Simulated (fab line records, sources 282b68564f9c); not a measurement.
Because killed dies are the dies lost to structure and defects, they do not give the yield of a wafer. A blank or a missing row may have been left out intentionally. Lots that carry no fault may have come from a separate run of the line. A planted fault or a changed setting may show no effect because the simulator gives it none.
Comparing a struck lot with a sound one / flow rit-cmos / 21 steps out of a route of 202
Sound: the wafers L328.1, L328.5, L328.6. The struck wafers were L324.2, L324.4, L324.5. At the end, the cause is stated.
Order at every step that has rows: each side's tool, ch and its chambers, its first start. Under that, the readings that differ: sound wafers / struck wafers / difference of the means / sigmas: that difference in standard deviations of wafers without a fault.
alike: a reading whose means differ by less than 2 such deviations, as well as words and numbers matching on both sides. not compared: withheld readings; readings where some wafer has no value; bounds like >300 that might hide an equal value; numbers whose values overlap and for which the record gives no deviation.
Wherever a step has rows on one side only, a row that says differs or no value, or a row with sigmas, the two part there. When numbers do not overlap yet have no deviation, they are printed without sigmas and do not part them. A reading missing from all wafers of one side parts the sides only when that side holds two or more wafers.

first, 1 step without rows for these wafers: RIT_CONTACT_HARDBAKE_10 (time 60 s).
RIT_CONTACT_ETCH_11: etches SiO2 in CHF3/CF4/Ar, stops on TiSi2, target depth 480 nm, time 320 s.
  sound on rie-diel-02 ch 2,3, day 4 21:11; struck on rie-diel-03 ch 1,2,3, day 3 23:06
  alike: drypump-motor-current-A, oes-product-au, throttle-valve-pct
  not compared: rf-hours-counter-h
RIT_CONTACT_STRIP_12: strips in O2, time 180 s.
  sound on plasma-asher-02 ch 0,1, day 4 21:23; struck on plasma-asher-02 ch 0,1, day 3 23:18
  alike: drypump-motor-current-A, o2-flow-sccm
  not compared: rf-hours-counter-h
RIT_CONTACT_CD_MEAS_90: the cd target is 1000 nm.
  sound on cd-sem-01, day 4 21:34; struck on cd-sem-01, day 3 23:29
  alike: cd-nm
then, 2 steps without rows for these wafers: RIT_CONTACT_CLEAN_13 (cleans in SC1, time 600 s); RIT_CONTACT_CLEAN_14 (cleans in SC2, time 600 s).
RIT_M1_SPUTTER_00: material Al, target thk 400 nm, time 500 s.
  sound on pvd-sputter-03, day 4 22:02; struck on pvd-sputter-01, day 3 23:58
  alike: throttle-valve-pct
RIT_M1_RS_MEAS_01: uses a four-point probe to measure.
  sound on film-metro-03, day 4 22:19; struck on film-metro-02, day 4 00:16
  alike: M1_AL_RS
RIT_M1_THK_MEAS_02: measures by xrf.
  sound on film-metro-03, day 4 22:26; struck on film-metro-02, day 4 00:23
  alike: M1_AL_THK
then, 3 steps without rows for these wafers: RIT_M1_HMDS_03 (prime time 60 s); RIT_M1_COAT_04 (resist thk 1300 nm); RIT_M1_SOFTBAKE_05 (time 60 s).
RIT_M1_EXPOSE_06: exposes mask M12, target cd 2600 nm.
  sound on iline-stepper-01 ch 0, day 4 22:57; struck on iline-stepper-01 ch 0, day 4 00:54
reading=mask; sound=M12#0 M12#0 M12#0; struck=M12_R1#0 M12_R1#0 M12_R1#0; difference=differs; sigmas=
then, 2 steps without rows for these wafers: RIT_M1_PEB_07; RIT_M1_DEVELOP_08 (develop time 68 s).
RIT_M1_CD_MEAS_09: the cd target is 2600 nm.
  sound on cd-sem-02, day 4 23:23; struck on cd-sem-01, day 4 01:20
reading=cd-nm (nm); sound=2602.4 2602.5 2602.6; struck=2750.6 2750.5 2750.2; difference=+147.9; sigmas=+55
RIT_M1_OVL_MEAS_10:
  sound on overlay-02, day 4 23:30; struck on overlay-02, day 4 01:26
  alike: M1_OVL
then, 1 step without rows for these wafers: RIT_M1_HARDBAKE_11 (time 120 s).
RIT_M1_METAL_ETCH_12: etches Al in Cl2/BCl3, stops on SiO2, time 165 s, target depth 600 nm.
  sound on rie-metal-01 ch 0, day 4 23:47; struck on rie-metal-04 ch 0,1, day 4 01:43
reading=throttle-valve-pct (%); sound=8.41 8.41 8.41; struck=8.05 8.17 8.04; difference=-0.32; sigmas=-2
reading=model.M1.cd-nm (nm); sound=2602 2602 2602; struck=2751 2751 2751; difference=+149; sigmas=
  alike: drypump-motor-current-A, oes-product-au
  not compared: rf-hours-counter-h
then, 1 step without rows for these wafers: RIT_M1_STRIP_13 (strips in nmp, time 600 s).
RIT_M1_PROBE_99:
  sound on prober-01, day 5 02:12; struck on prober-01, day 4 04:01
reading=model.etest.m1.width-nm (nm); sound=2602 2609 2608; struck=2749 2746 2748; difference=+141; sigmas=
  alike: defect-limited-yield, killed-at-contacts, killed-at-front-end, killed-dies, killed-open, killed-short, sort_bin_3_pad_short, sort_bin_5_function, sort_bin_6_memory, sort-n-pass, sort-yield-pct

## WHERE THEY PART
At RIT_M1_EXPOSE_06 first; at RIT_M1_METAL_ETCH_12 last (within this record only). Later steps at which nothing parts them and some readings are alike: RIT_M1_PROBE_99.

WHY: whatever the simulator had introduced
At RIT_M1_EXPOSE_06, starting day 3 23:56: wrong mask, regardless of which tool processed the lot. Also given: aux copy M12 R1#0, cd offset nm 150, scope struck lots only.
